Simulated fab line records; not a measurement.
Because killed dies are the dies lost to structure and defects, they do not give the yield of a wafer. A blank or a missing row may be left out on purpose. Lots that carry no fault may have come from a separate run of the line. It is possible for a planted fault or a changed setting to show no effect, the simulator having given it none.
fab line records	flow ritCmos
record lots=6	wafers=18	lastDay=7
route steps=202 shown SPACER@127 NSD@131 PSD@142 SDANNEAL@153 PLDD@159 M1@202
lots that met no fault: from a run of the same line without faults
startH: hours from the record's opening day to when the first of the lot's shown wafers began	waitH: hours elapsed since this lot's preceding step	" the same as in the row above	L1.1+2: a row that stands for several wafers	- no value, or no start given	* or withheld: withheld	< > ~ a bound
route shown NAME@n: NAME is a module with steps in the file, n the number in the route of the first one	usual: average and standard deviation across the fault-free wafers	same: alike in all rows	chamber/n: place in a boat	sites: readings site by site	_std_site: how widely they spread, as a standard deviation	_edge_site: outer sites' mean less inner sites'	radiusMm: for every site, how far away it sits from the centre of the wafer	mask NAME#n: copy n	behind: the most recent tool/chamber to have shaped the wafer	hold: the reason the lot was held/the length of the hold in hours/how it ended	device: whichever transistor did not switch (one of n, p or np)	end of line: the same wafers' tests at the end of the route	for a step that has no rows: nothing shown but its recipe	killed: dies lost to structure and defects at the first sort, not the wafer's yield	map: a wafer's dies, marking killed ones x, the rest . and places with no die _
set.NAME: the setting that was run; set.NAME@STEP: the one run at that earlier step	model.NAME: the simulator's own value behind a step, which no gauge read
lots at selected steps of the route; one table per step, one row per wafer
services: from which hour (startH, from the record's first day; less than 0 if before it) a tool's chamber was out of use, for how many hours, and why
## steps
# step RIT_SPACER_CLEAN_02
# recipe chemistry=SC2	mix=3:3:50	timeS=600	tempC=75	dry=n2Spin
# step RIT_SPACER_CVD_03
# recipe material=Si3N4	targetThkNm=250	tempC=810	precursor=SiH2Cl2/NH3	timeS=3300	pressureMtorr=300	sih2cl2FlowSccm=60	nh3FlowSccm=150
# step RIT_SPACER_THK_MEAS_04
# recipe reads=Si3N4_of_SPACER_CVD_03
# usual SPACER_NITRIDE_THK=250.2/2.3
lot.wafer	tool	chamber	startH	waitH	SPACER_NITRIDE_THK[nm]
L713.1	filmMetro-01	-	70.78	0.0	246.0
L713.2	"	-	"	"	247.1
L713.5	"	-	"	"	246.0
L720.2	filmMetro-04	-	105.93	0.0	248.6
L720.3	"	-	"	"	249.6
L720.6	"	-	"	"	250.6
L725.2	filmMetro-03	-	130.62	0.0	247.5
L725.5	"	-	"	"	248.7
L725.6	"	-	"	"	247.9
L726.1	filmMetro-01	-	135.11	0.0	251.6
L726.4	"	-	"	"	251.3
L726.5	"	-	"	"	253.9
L729.3	filmMetro-01	-	150.71	0.0	250.4
L729.5	"	-	"	"	251.0
L729.6	"	-	"	"	247.5
L730.2	filmMetro-04	-	152.82	0.0	247.8
L730.3	"	-	"	"	250.0
L730.4	"	-	"	"	249.2
# step RIT_SPACER_ETCHBACK_05
# recipe targetDepthA=2500	SF6_flow_sccm=30	CHF3_flow_sccm=30	target=Si3N4	chemistry=SF6/CHF3	pressureMtorr=40	rfW=250	timeS=240	stopOn=SiO2
# usual drypumpMotorCurrentA=5.6/0.31	oesProductAu=0.846/0.012	throttleValvePct=10.24/0.16
lot.wafer	tool	chamber	startH	waitH	drypumpMotorCurrentA	oesProductAu	rfHoursCounterH	throttleValvePct
L713.1	rieDiel-03	3	70.84	0.1	6.0	0.835	77	10.40
L713.2	"	2	"	"	5.8	0.840	90	10.56
L713.5	"	3	"	"	5.9	0.829	-	10.39
L720.2	rieDiel-02	2	105.98	0.0	5.5	0.863	18	10.05
L720.3	"	1	"	"	5.5	0.845	92	10.14
L720.6	"	1	"	"	5.5	0.844	-	10.15
L725.2	rieDiel-02	2	130.67	0.0	5.5	0.861	18	10.04
L725.5	"	1	"	"	5.5	0.840	-	10.15
L725.6	"	3	"	"	5.8	0.850	-	10.35
L726.1	rieDiel-03	0	135.17	0.1	5.7	0.848	5	10.06
L726.4	"	1	"	"	6.1	0.842	142	10.14
L726.5	"	1	"	"	6.1	0.845	-	10.14
L729.3	rieDiel-03	0	150.75	0.0	5.8	0.835	5	10.06
L729.5	"	2	"	"	5.8	0.858	-	10.57
L729.6	"	1	"	"	6.1	0.829	-	10.12
L730.2	rieDiel-01	0	152.87	0.0	5.8	0.843	128	10.29
L730.3	"	3	"	"	5.9	0.828	4	10.36
L730.4	"	2	"	"	5.6	0.847	111	10.44
# step RIT_NSD_HMDS_00
# recipe primeTimeS=60	primeTempC=140
# step RIT_NSD_COAT_01
# recipe resist=NOVOLAK	spinRpm=3250	resistThkNm=1000
# step RIT_NSD_SOFTBAKE_02
# recipe resist=NOVOLAK	tempC=90	timeS=60
# step RIT_NSD_EXPOSE_03
# recipe maskId=M9	na=0.57	targetCdNm=40700	doseMj=250
# step RIT_NSD_PEB_04
# recipe resist=NOVOLAK	tempC=withheld	timeS=withheld
# step RIT_NSD_DEVELOP_05
# recipe resist=NOVOLAK	developTimeS=50	devTempC=23
# step RIT_NSD_OVL_MEAS_06
# usual NSD_OVL=0.8/1.5
lot.wafer	tool	chamber	startH	waitH	NSD_OVL[nm]
L713.1	overlay-01	-	71.84	-	4.7
L713.2	"	-	"	"	1.9
L713.5	"	-	"	"	0.4
L720.2	overlay-02	-	107.19	-	0.6
L720.3	"	-	"	"	0.8
L720.6	"	-	"	"	1.1
L725.2	overlay-02	-	131.67	-	-0.9
L725.5	"	-	"	"	-0.7
L725.6	"	-	"	"	-1.0
L726.1	overlay-02	-	136.17	-	1.9
L726.4	"	-	"	"	1.5
L726.5	"	-	"	"	-0.9
L729.3	overlay-01	-	151.89	-	0.2
L729.5	"	-	"	"	2.9
L729.6	"	-	"	"	2.4
L730.2	overlay-01	-	154.10	-	-0.2
L730.3	"	-	"	"	-2.3
L730.4	"	-	"	"	-0.2
# step RIT_NSD_HARDBAKE_07
# recipe resist=NOVOLAK	tempC=140	timeS=60
# step RIT_NSD_IMPLANT_08
# recipe species=P	energyKev=25	doseCm2=1e+15	tiltDeg=7
# usual doseIonsCm2=1e+15/9e+11	endStationPressureTorr=7.5e-06/3.5e-07	faradayCurrentUA=3119/59	tiltDeg=7.002/0.02
lot.wafer	tool	chamber	startH	waitH	doseIonsCm2	endStationPressureTorr	faradayCurrentUA	tiltDeg
L713.1	implanter-03	0	72.03	0.1	1.0005e+15	8.1e-06	3044	6.977
L713.2	"	0	"	"	1.0012e+15	7.6e-06	3050	6.991
L713.5	"	0	"	"	1.0012e+15	7.7e-06	3117	7.008
L720.2	implanter-03	0	107.60	0.1	9.995e+14	8.3e-06	3145	6.988
L720.3	"	0	"	"	1.0002e+15	7.2e-06	3184	7.004
L720.6	"	0	"	"	1.0008e+15	7.9e-06	3172	7.005
L725.2	implanter-03	0	131.88	0.1	1.7323e+15	9e-06	5486	7.007
L725.5	"	0	"	"	1.7329e+15	8.8e-06	5406	6.984
L725.6	"	0	"	"	1.7332e+15	8.9e-06	5470	7.010
L726.1	implanter-03	0	136.36	0.1	1.7323e+15	9.8e-06	5497	7.012
L726.4	"	0	"	"	1.7316e+15	8.8e-06	5417	7.012
L726.5	"	0	"	"	1.732e+15	9e-06	5342	7.027
L729.3	implanter-02	0	152.11	0.1	9.995e+14	7.4e-06	3087	7.034
L729.5	"	0	"	"	9.997e+14	7.1e-06	3172	6.989
L729.6	"	0	"	"	1.0004e+15	7.1e-06	3185	6.994
L730.2	implanter-04	0	154.30	0.1	9.997e+14	7.8e-06	3146	6.977
L730.3	"	0	"	"	1.0002e+15	8e-06	3074	6.989
L730.4	"	0	"	"	9.994e+14	8.2e-06	3033	6.975
# step RIT_NSD_STRIP_09
# recipe chemistry=O2	timeS=180	resist=NOVOLAK	platenTempC=withheld	powerW=500	pressureMtorr=4000	o2FlowSccm=4000
# usual drypumpMotorCurrentA=5.6/0.41
lot.wafer	tool	chamber	startH	waitH	drypumpMotorCurrentA	rfHoursCounterH
L713.1	plasmaAsher-03	0	72.18	0.1	5.7	43
L713.2	"	1	"	"	5.5	43
L713.5	"	1	"	"	5.5	-
L720.2	plasmaAsher-02	1	107.73	0.1	6.0	47
L720.3	"	1	"	"	6.0	-
L720.6	"	0	"	"	5.0	-
L725.2	plasmaAsher-02	0	132.00	0.1	5.0	2
L725.5	"	0	"	"	5.0	-
L725.6	"	1	"	"	6.0	-
L726.1	plasmaAsher-02	0	136.51	0.1	5.0	3
L726.4	"	0	"	"	5.0	-
L726.5	"	0	"	"	5.0	-
L729.3	plasmaAsher-03	0	152.27	0.1	5.7	-
L729.5	"	0	"	"	5.7	-
L729.6	"	1	"	"	5.5	-
L730.2	plasmaAsher-04	0	154.43	0.1	5.5	38
L730.3	"	0	"	"	5.5	-
L730.4	"	1	"	"	6.0	-
# step RIT_NSD_TW_MEAS_10
# usual NSD_TW=3058/36
lot.wafer	tool	chamber	startH	waitH	NSD_TW
L713.1	filmMetro-03	-	72.35	0.1	3026
L713.2	"	-	"	"	3042
L713.5	"	-	"	"	3019
L720.2	filmMetro-04	-	107.91	0.1	3115
L720.3	"	-	"	"	3106
L720.6	"	-	"	"	3105
L725.2	filmMetro-04	-	132.19	0.1	3447
L725.5	"	-	"	"	3458
L725.6	"	-	"	"	3434
L726.1	filmMetro-02	-	136.68	0.1	3402
L726.4	"	-	"	"	3370
L726.5	"	-	"	"	3386
L729.3	filmMetro-03	-	152.41	0.1	3037
L729.5	"	-	"	"	3049
L729.6	"	-	"	"	3027
L730.2	filmMetro-03	-	154.61	0.1	3037
L730.3	"	-	"	"	3039
L730.4	"	-	"	"	3030
# step RIT_PSD_HMDS_00
# recipe primeTimeS=60	primeTempC=140
# step RIT_PSD_COAT_01
# recipe resist=NOVOLAK	spinRpm=3250	resistThkNm=1000
# step RIT_PSD_SOFTBAKE_02
# recipe resist=NOVOLAK	tempC=90	timeS=60
# step RIT_PSD_EXPOSE_03
# recipe maskId=M10	na=0.57	targetCdNm=40900	doseMj=250
# step RIT_PSD_PEB_04
# recipe resist=NOVOLAK	tempC=withheld	timeS=withheld
# step RIT_PSD_DEVELOP_05
# recipe resist=NOVOLAK	developTimeS=50	devTempC=23
# step RIT_PSD_OVL_MEAS_06
# usual PSD_OVL=-0.2/1.4
lot.wafer	tool	chamber	startH	waitH	PSD_OVL[nm]
L713.1	overlay-02	-	73.26	-	0.0
L713.2	"	-	"	"	0.0
L713.5	"	-	"	"	0.4
L720.2	overlay-02	-	108.94	-	-3.1
L720.3	"	-	"	"	-2.6
L720.6	"	-	"	"	-1.8
L725.2	overlay-02	-	133.33	-	-1.7
L725.5	"	-	"	"	-1.9
L725.6	"	-	"	"	0.3
L726.1	overlay-02	-	137.69	-	-1.0
L726.4	"	-	"	"	-2.0
L726.5	"	-	"	"	-2.4
L729.3	overlay-01	-	153.71	-	0.0
L729.5	"	-	"	"	1.3
L729.6	"	-	"	"	0.9
L730.2	overlay-01	-	155.64	-	0.4
L730.3	"	-	"	"	-0.3
L730.4	"	-	"	"	0.2
# step RIT_PSD_HARDBAKE_07
# recipe resist=NOVOLAK	tempC=140	timeS=60
# step RIT_PSD_IMPLANT_08
# recipe species=BF2	energyKev=27	doseCm2=5e+15	tiltDeg=7
# step RIT_PSD_STRIP_09
# recipe chemistry=O2	timeS=180	resist=NOVOLAK	platenTempC=withheld	powerW=500	pressureMtorr=4000	o2FlowSccm=4000
# usual drypumpMotorCurrentA=5.4/0.5
lot.wafer	tool	chamber	startH	waitH	drypumpMotorCurrentA	rfHoursCounterH
L713.1	plasmaAsher-03	0	73.60	0.1	5.7	43
L713.2	"	1	"	"	5.5	43
L713.5	"	0	"	"	5.7	-
L720.2	plasmaAsher-01	1	109.38	0.1	6.0	46
L720.3	"	1	"	"	6.0	-
L720.6	"	1	"	"	6.0	-
L725.2	plasmaAsher-02	1	133.66	0.1	6.0	2
L725.5	"	0	"	"	5.0	-
L725.6	"	1	"	"	6.0	-
L726.1	plasmaAsher-02	1	138.02	0.1	6.0	3
L726.4	"	0	"	"	5.0	-
L726.5	"	1	"	"	6.0	-
L729.3	plasmaAsher-02	0	154.10	0.1	5.0	-
L729.5	"	0	"	"	5.0	-
L729.6	"	1	"	"	6.0	-
L730.2	plasmaAsher-03	1	155.97	0.1	5.5	47
L730.3	"	1	"	"	5.5	-
L730.4	"	0	"	"	5.7	-
# step RIT_PSD_TW_MEAS_10
# usual PSD_TW=3362/32
lot.wafer	tool	chamber	startH	waitH	PSD_TW
L713.1	filmMetro-02	-	73.78	0.1	3343
L713.2	"	-	"	"	3335
L713.5	"	-	"	"	3356
L720.2	filmMetro-02	-	109.56	0.1	3378
L720.3	"	-	"	"	3367
L720.6	"	-	"	"	3374
L725.2	filmMetro-02	-	133.85	0.1	3376
L725.5	"	-	"	"	3373
L725.6	"	-	"	"	3377
L726.1	filmMetro-02	-	138.20	0.1	3370
L726.4	"	-	"	"	3389
L726.5	"	-	"	"	3388
L729.3	filmMetro-04	-	154.23	0.1	3415
L729.5	"	-	"	"	3424
L729.6	"	-	"	"	3410
L730.2	filmMetro-02	-	156.16	0.1	3336
L730.3	"	-	"	"	3337
L730.4	"	-	"	"	3344
# step RIT_SDANNEAL_CLEAN_00
# recipe chemistry=SC1	mix=3:3:50	timeS=600	tempC=75
# step RIT_SDANNEAL_CLEAN_01
# recipe chemistry=dHF	dilution=50:1	timeS=30
# step RIT_SDANNEAL_CLEAN_02
# recipe chemistry=SC2	mix=3:3:50	timeS=600	tempC=75	dry=n2Spin
# step RIT_SDANNEAL_RTA_03
# recipe tempC=1050	timeS=5	idleTempC=600	rampUpCPerS=342	rampDownCPerS=171	coolToC=600	ambient=N2
# usual rampDownCPerS=171.00/0.028	rampUpCPerS=342.00/0.055	wafer_temp_C_max=1053.5/1.2
lot.wafer	tool	chamber	startH	waitH	rampDownCPerS	rampUpCPerS	wafer_temp_C_max
L713.1	rtpAnneal-02	0	74.22	0.0	170.96	342.05	1052.3
L713.2	"	0	"	"	171.04	342.03	1057.0
L713.5	"	0	"	"	170.99	341.89	1054.8
L720.2	rtpAnneal-01	0	110.04	0.0	171.07	341.96	1055.7
L720.3	"	0	"	"	170.96	341.96	1051.8
L720.6	"	0	"	"	171.05	341.95	1054.1
L725.2	rtpAnneal-02	0	134.31	0.0	171.04	341.89	1051.7
L725.5	"	0	"	"	171.01	341.98	1054.6
L725.6	"	0	"	"	170.98	342.08	1053.5
L726.1	rtpAnneal-01	0	138.63	0.0	171.00	342.10	1054.1
L726.4	"	0	"	"	171.02	341.99	1057.0
L726.5	"	0	"	"	170.98	341.98	1053.1
L729.3	rtpAnneal-02	0	154.69	0.0	170.96	342.06	1055.6
L729.5	"	0	"	"	170.99	342.02	1053.8
L729.6	"	0	"	"	171.01	341.98	1052.4
L730.2	rtpAnneal-01	0	156.76	0.0	170.99	342.01	1054.0
L730.3	"	0	"	"	171.02	342.03	1053.2
L730.4	"	0	"	"	170.97	341.89	1053.5
# step RIT_SDANNEAL_RS_MEAS_04
# recipe thkMeasGauge=four-point-probe
# usual PSD_RS=116.0/0.32
lot.wafer	tool	chamber	startH	waitH	PSD_RS[ohm/sq]
L713.1	filmMetro-02	-	74.28	0.0	116.1
L713.2	"	-	"	"	116.1
L713.5	"	-	"	"	116.2
L720.2	filmMetro-02	-	110.11	0.1	116.0
L720.3	"	-	"	"	116.3
L720.6	"	-	"	"	116.0
L725.2	filmMetro-02	-	134.38	0.1	116.5
L725.5	"	-	"	"	116.3
L725.6	"	-	"	"	116.4
L726.1	filmMetro-04	-	138.68	0.0	116.0
L726.4	"	-	"	"	116.0
L726.5	"	-	"	"	115.8
L729.3	filmMetro-04	-	154.77	0.1	115.8
L729.5	"	-	"	"	116.1
L729.6	"	-	"	"	116.0
L730.2	filmMetro-04	-	156.83	0.1	115.8
L730.3	"	-	"	"	116.1
L730.4	"	-	"	"	115.4
# step RIT_SDANNEAL_RS_MEAS_05
# recipe thkMeasGauge=four-point-probe
# usual NSD_RS=84.6/0.32
lot.wafer	tool	chamber	startH	waitH	NSD_RS[ohm/sq]
L713.1	filmMetro-02	-	74.40	0.1	84.9
L713.2	"	-	"	"	84.5
L713.5	"	-	"	"	84.8
L720.2	filmMetro-02	-	110.23	0.1	84.6
L720.3	"	-	"	"	84.7
L720.6	"	-	"	"	84.7
L725.2	filmMetro-02	-	134.50	0.1	56.9
L725.5	"	-	"	"	57.0
L725.6	"	-	"	"	56.8
L726.1	filmMetro-04	-	138.80	0.1	56.3
L726.4	"	-	"	"	56.5
L726.5	"	-	"	"	56.6
L729.3	filmMetro-04	-	154.89	0.1	84.2
L729.5	"	-	"	"	84.2
L729.6	"	-	"	"	84.5
L730.2	filmMetro-04	-	156.95	0.1	85.1
L730.3	"	-	"	"	84.8
L730.4	"	-	"	"	84.7
# step RIT_SDANNEAL_RS_MEAS_06
# recipe thkMeasGauge=four-point-probe
# usual PLDD_RS=178.8/0.47
lot.wafer	tool	chamber	startH	waitH	PLDD_RS[ohm/sq]
L713.1	filmMetro-02	-	74.52	0.1	179.0
L713.2	"	-	"	"	179.3
L713.5	"	-	"	"	179.0
L720.2	filmMetro-02	-	110.35	0.1	179.1
L720.3	"	-	"	"	178.6
L720.6	"	-	"	"	179.2
L725.2	filmMetro-02	-	134.62	0.1	178.8
L725.5	"	-	"	"	179.3
L725.6	"	-	"	"	179.2
L726.1	filmMetro-04	-	138.92	0.1	178.9
L726.4	"	-	"	"	178.9
L726.5	"	-	"	"	178.2
L729.3	filmMetro-04	-	155.01	0.1	178.5
L729.5	"	-	"	"	178.6
L729.6	"	-	"	"	178.3
L730.2	filmMetro-04	-	157.07	0.1	177.4
L730.3	"	-	"	"	178.2
L730.4	"	-	"	"	178.2
# step RIT_M1_PROBE_99
# usual killedAtContacts=0.1/0.34	killedAtFrontEnd=7.0/2.9	killedDies=7.2/2.9	killedOpen=3.6/1.9	killedShort=3.5/2.1
# same grossDies=264	killed_at_M0_to_M3=0	killed_at_M4_up=0	killedAtBackSide=0	killedAtOther=0
lot.wafer	tool	chamber	startH	waitH	killedAtContacts	killedAtFrontEnd	killedDies	killedOpen	killedShort	model.etest.nmos_0p3.rOnOhmUm	model.etest.nmos_0p15.rOnOhmUm	model.etest.nmos_0p15.driveUaUm	model.etest.nmosNarrow.driveUaUm	model.etest.nmos_0p3.driveUaUm	model.etest.contactNplus.endOhmUm	model.etest.npolyLine.rsOhmSq	model.etest.nmos_0p15.toxInvNm
L713.1	prober-01	-	81.88	0.1	0	4	4	2	2	2228	1186	451.6	211.6	216.6	43.33	16.9	4.488
L713.2	prober-01	-	81.93	0.1	0	5	5	3	2	2161	1108	462.7	213.7	221	42.29	17.09	4.543
L713.5	prober-01	-	82.08	0.2	0	12	12	6	6	2192	1164	469.2	221.3	223.4	42.93	16.9	4.407
L720.2	prober-02	-	117.56	0.1	0	4	4	1	3	2144	1119	475.2	226.2	229.2	41.67	17.04	4.401
L720.3	prober-02	-	117.61	0.2	0	7	7	4	3	2252	1212	457.9	223.2	224.9	42.11	17.17	4.395
L720.6	prober-02	-	117.76	0.2	0	7	7	4	3	2262	1223	451.6	212.2	216.7	42.68	16.59	4.462
L725.2	prober-01	-	141.68	0.1	0	7	7	0	7	2005	1018	502.1	250	243.3	20.45	16.65	4.155
L725.5	prober-01	-	141.83	0.2	0	6	6	4	2	2077	1093	487.7	240	238.8	20.29	16.65	4.144
L725.6	prober-01	-	141.88	0.2	1	6	7	5	2	1999	1008	501.7	249.4	248.5	20.71	16.57	4.134
L726.1	prober-02	-	146.55	0.1	0	11	11	3	8	1997	1010	487.3	239	235.2	20.31	16.53	4.293
L726.4	prober-02	-	146.70	0.2	0	7	7	5	2	2029	1038	492	236.3	239.6	20.34	16.18	4.208
L726.5	prober-02	-	146.75	0.2	0	11	11	7	4	2058	1058	473.5	233.6	230.9	20	16.62	4.275
L729.3	prober-01	-	162.26	0.2	0	5	5	2	3	2091	1095	485.1	234.8	236.5	41.75	16.67	4.37
L729.5	prober-01	-	162.36	0.2	1	4	5	2	3	2159	1138	457.5	226.7	230.1	41.35	16.66	4.43
L729.6	prober-01	-	162.41	0.2	0	7	7	4	3	2169	1168	476.1	236.6	233.2	41.22	16.96	4.365
L730.2	prober-02	-	164.42	0.1	1	7	8	6	2	2185	1154	461.4	226.6	225.4	41.54	17.2	4.465
L730.3	prober-02	-	164.47	0.2	0	5	5	3	2	2168	1120	466.6	224.7	225	41.36	16.97	4.503
L730.4	prober-02	-	164.52	0.2	0	13	13	5	8	2231	1205	457.9	224.4	224.1	41.31	17.04	4.409
# killed by level:class
L713.1 REOX:geometricParticle:short=2 REOX:geometricParticle:open=2
L713.2 FOX1:geometricParticle:short=2 GATE:geometricParticle:open=1 REOX:geometricParticle:open=1 SILICIDE:geometricParticle:open=1
L713.5 GATE:geometricParticle:open=5 GATE:geometricParticle:short=3 REOX:geometricParticle:short=2 SILICIDE:geometricParticle:open=1 SILICIDE:geometricParticle:short=1
L720.2 GATE:geometricParticle:short=2 GATE:geometricParticle:open=1 REOX:geometricParticle:short=1
L720.3 REOX:geometricParticle:open=2 SILICIDE:geometricParticle:short=2 FOX1:geometricParticle:short=1 GATE:geometricParticle:open=1 SILICIDE:geometricParticle:open=1
L720.6 GATE:geometricParticle:open=2 REOX:geometricParticle:open=2 SPACER:geometricParticle:short=2 GATE:geometricParticle:short=1
L725.2 GATE:geometricParticle:short=4 FOX2:geometricParticle:short=2 REOX:geometricParticle:short=1
L725.5 GATE:geometricParticle:open=2 GATE:geometricParticle:short=2 REOX:geometricParticle:open=1 SPACER:geometricParticle:open=1
L725.6 GATE:geometricParticle:open=3 FOX1:geometricParticle:open=1 SPACER:geometricParticle:short=1 FOX2:geometricParticle:open=1 CONTACT:geometricParticle:short=1
L726.1 GATE:geometricParticle:short=4 FOX2:geometricParticle:short=2 GATE:geometricParticle:open=2 FOX1:geometricParticle:open=1 SPACER:geometricParticle:short=1 SILICIDE:geometricParticle:short=1
L726.4 GATE:geometricParticle:short=2 SPACER:geometricParticle:open=2 ACTIVE:geometricParticle:open=1 GATE:geometricParticle:open=1 REOX:geometricParticle:open=1
L726.5 GATE:geometricParticle:open=3 FOX1:geometricParticle:short=2 SILICIDE:geometricParticle:open=2 SILICIDE:geometricParticle:short=1 REOX:geometricParticle:open=1 SPACER:geometricParticle:short=1 SPACER:geometricParticle:open=1
L729.3 REOX:geometricParticle:open=2 FOX2:geometricParticle:short=1 SPACER:geometricParticle:short=1 SILICIDE:geometricParticle:short=1
L729.5 GATE:geometricParticle:short=1 REOX:geometricParticle:open=1 SPACER:geometricParticle:open=1 SILICIDE:geometricParticle:short=1 CONTACT:geometricParticle:short=1
L729.6 GATE:geometricParticle:short=2 GATE:geometricParticle:open=2 FOX1:geometricParticle:open=1 SPACER:geometricParticle:short=1 SPACER:geometricParticle:open=1
L730.2 GATE:geometricParticle:open=4 GATE:geometricParticle:short=1 SPACER:geometricParticle:short=1 SPACER:geometricParticle:open=1 CONTACT:geometricParticle:open=1
L730.3 FOX1:geometricParticle:open=1 FOX2:geometricParticle:short=1 GATE:geometricParticle:open=1 SPACER:geometricParticle:short=1 SPACER:geometricParticle:open=1
L730.4 GATE:geometricParticle:short=5 GATE:geometricParticle:open=2 SPACER:geometricParticle:open=2 FOX1:geometricParticle:short=1 SPACER:geometricParticle:short=1 SILICIDE:geometricParticle:open=1 SILICIDE:geometricParticle:short=1
## services
tool	chamber	startH	hours	kind
implanter-02	-	59.75	6.0	repair
implanter-02	-	76.95	4.1	repair
rieDiel-03	1	78.86	3.4	repair
rtpAnneal-02	-	88.40	3.3	pm
rieDiel-02	1	107.81	3.7	repair
plasmaAsher-03	-	107.97	28.1	pm
plasmaAsher-02	-	108.75	9.0	pm
plasmaAsher-02	0	108.75	9.0	ventCycle
plasmaAsher-02	1	108.75	9.0	ventCycle
implanter-04	-	109.03	1.0	repair
rieDiel-03	-	111.41	2.3	repair
rieDiel-01	-	113.99	4.3	pm
plasmaAsher-02	0	117.75	-	clean
plasmaAsher-02	1	117.75	-	clean
rieDiel-01	3	118.36	18.3	repair
rieDiel-02	0	118.75	17.0	repair
implanter-03	-	128.68	3.1	repair
plasmaAsher-03	-	136.07	14.6	pm
plasmaAsher-04	-	138.04	2.8	pm
## key
firstSign step=RIT_NSD_IMPLANT_08	reading=doseIonsCm2	direction=up	sigmas=99+	usual=1e+15	struck=1.7324e+15
effect step=RIT_NSD_IMPLANT_08	reading=faradayCurrentUA	direction=up	sigmas=39	usual=3119	struck=5436
effect step=RIT_NSD_TW_MEAS_10	reading=NSD_TW	direction=up	sigmas=9.9	usual=3058	struck=3416
effect step=RIT_SDANNEAL_RS_MEAS_05	reading=NSD_RS	direction=down	sigmas=87	usual=84.6	struck=56.7
modelEffect step=RIT_M1_PROBE_99	value=etest.nmos_0p3.rOnOhmUm	without=2212	struck=2028
metAt RIT_NSD_IMPLANT_08
struckWafers L725.2,L725.5,L725.6,L726.1,L726.4,L726.5
testerLeftOut L725,L726
onsetBetween 107.60 131.88
fault kind=processParameterDrift	tool=implanter-03	chamber=-	onsetH=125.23	steps=RIT_NSD_IMPLANT_08	channel=doseCm2	offset=7.3249e+14	shape=step	endH=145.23	actsIn=theseRecipesOnly	stated=1e+15
# testerLeftOut: of these lots the tester's yield and bins aren't shown, on N5 and GAA mostly nor the transistor test; their killed dies are dies lost to structure and defects alone, not to doping, threshold or leakage, so they don't give the yield
